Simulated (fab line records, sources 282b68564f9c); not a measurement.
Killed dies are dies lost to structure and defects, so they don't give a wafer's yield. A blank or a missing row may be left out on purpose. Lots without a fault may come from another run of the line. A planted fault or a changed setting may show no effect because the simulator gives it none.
Which tool did it? | flow rit_cmos | 13 lots, 39 wafers sampled, at 3 steps of a route of 202

WHAT THE GAUGES READ, wafer by wafer
RIT_ACTIVE_THK_MEAS_02. Usual: ACTIVE_OXIDE_THK 48.7 nm, standard deviation 0.99.
lot  | measured    | on            | ACTIVE_OXIDE_THK (nm) | flag
L378 | day 1 12:10 | film_metro-04 | 49.6 49.7 49.6        |
L379 | day 1 17:15 | film_metro-03 | 49.2 49.3 48.9        |
L381 | day 2 03:04 | film_metro-02 | 47.8 47.3 48.1        |
L384 | day 2 20:02 | film_metro-03 | 49.1 49.3 49.8        |
L387 | day 3 10:00 | film_metro-02 | 49.8 50.3 50.1        |
L393 | day 4 16:23 | film_metro-04 | 47.9 48.1 48.7        |
L394 | day 4 20:38 | film_metro-03 | 48.3 48.1 48.4        |
L396 | day 5 07:10 | film_metro-04 | 49.0 48.3 49.8        |
L397 | day 5 11:05 | film_metro-04 | 49.4 49.6 48.7        |
L398 | day 5 17:44 | film_metro-03 | 49.3 48.9 49.1        |
L399 | day 5 21:03 | film_metro-04 | 48.8 48.0 47.7        |
L400 | day 6 04:37 | film_metro-04 | 46.9 47.9 46.3        |
L401 | day 6 08:02 | film_metro-04 | 49.5 49.6 49.9        |

RIT_REOX_THK_MEAS_04. Usual: REOX_OXIDE_THK 25.0 nm, standard deviation 0.38.
lot  | measured    | on            | REOX_OXIDE_THK (nm) | flag
L378 | day 2 19:13 | film_metro-03 | 25.0 25.2 25.3      |
L379 | day 3 02:50 | film_metro-01 | 24.9 24.8 25.2      |
L381 | day 3 08:29 | film_metro-04 | 24.8 25.0 25.1      |
L384 | day 4 02:50 | film_metro-04 | 24.2 24.4 24.7      |
L387 | day 4 15:43 | film_metro-01 | 24.8 24.8 25.2      |
L393 | day 6 02:41 | film_metro-04 | 24.8 24.9 24.3      |
L394 | day 6 06:54 | film_metro-01 | 25.2 25.0 25.0      |
L396 | day 6 14:39 | film_metro-03 | 25.6 25.3 24.8      |
L397 | day 6 16:15 | film_metro-01 | 24.8 24.9 24.9      |
L398 | day 7 02:04 | film_metro-04 | 25.0 24.7 24.8      |
L399 | day 7 07:20 | film_metro-03 | 24.8 25.4 25.5      |
L400 | day 7 12:05 | film_metro-04 | 24.7 25.2 24.3      |
L401 | day 7 15:46 | film_metro-01 | 25.6 25.5 25.7      |

WHICH TOOL RAN EACH LOT (tool, then ch and the chambers of the sampled wafers, then the start)
lot  | RIT_NRETRO_STRIP_09
L378 | plasma_asher-02 ch 0,1, day 2 07:19
L379 | plasma_asher-01 ch 0,1, day 2 13:11
L381 | plasma_asher-01 ch 0,1, day 2 22:35
L384 | plasma_asher-04 ch 0,1, day 3 15:28
L387 | plasma_asher-04 ch 0,1, day 4 04:32
L393 | plasma_asher-04 ch 0,1, day 5 12:34
L394 | plasma_asher-04 ch 0,1, day 5 17:32
L396 | plasma_asher-01 ch 0,1, day 6 03:49
L397 | plasma_asher-02 ch 0,1, day 6 05:57
L398 | plasma_asher-04 ch 0, day 6 11:22
L399 | plasma_asher-02 ch 0,1, day 6 17:35
L400 | plasma_asher-04 ch 0,1, day 6 23:04
L401 | plasma_asher-02 ch 0,1, day 7 04:41
- RIT_NRETRO_STRIP_09: strips in O2, time 180 s.

WHAT THE TOOLS THEMSELVES READ (means of the sampled wafers that have a number; where no wafer has one, the mark that the record gives instead)
RIT_NRETRO_STRIP_09. Usual: drypump_motor_current_A 5.8 A, standard deviation 0.36.
lot  | tool            | drypump_motor_current_A (A) | flag
L378 | plasma_asher-02 | 5.8                         |
L379 | plasma_asher-01 | 5.6                         |
L381 | plasma_asher-01 | 5.6                         |
L384 | plasma_asher-04 | 5.8                         |
L387 | plasma_asher-04 | 5.9                         |
L393 | plasma_asher-04 | 5.8                         |
L394 | plasma_asher-04 | 5.9                         |
L396 | plasma_asher-01 | 6.1                         |
L397 | plasma_asher-02 | 5.8                         |
L398 | plasma_asher-04 | 6.0                         |
L399 | plasma_asher-02 | 5.8                         |
L400 | plasma_asher-04 | 5.9                         |
L401 | plasma_asher-02 | 5.7                         |

THE ANSWER, worked out from the rows above alone
Rule: a lot is off if the mean of its wafers that have a number lies more than 3 standard deviations from the usual mean. A lot without any number at a reading at which 4 lots or more have one is off too. The other lots that the step has rows for count as sound. The gauges are gone through in route order, then the tools' own readings, and for those a lot's mean is taken as printed above. The first step at which some lot is off is used, and at that step the reading that is off furthest; a lot without a number counts as furthest.
No lot is off at any reading shown: from this, nothing can be told.

WHAT THE SIMULATOR HAD PUT IN
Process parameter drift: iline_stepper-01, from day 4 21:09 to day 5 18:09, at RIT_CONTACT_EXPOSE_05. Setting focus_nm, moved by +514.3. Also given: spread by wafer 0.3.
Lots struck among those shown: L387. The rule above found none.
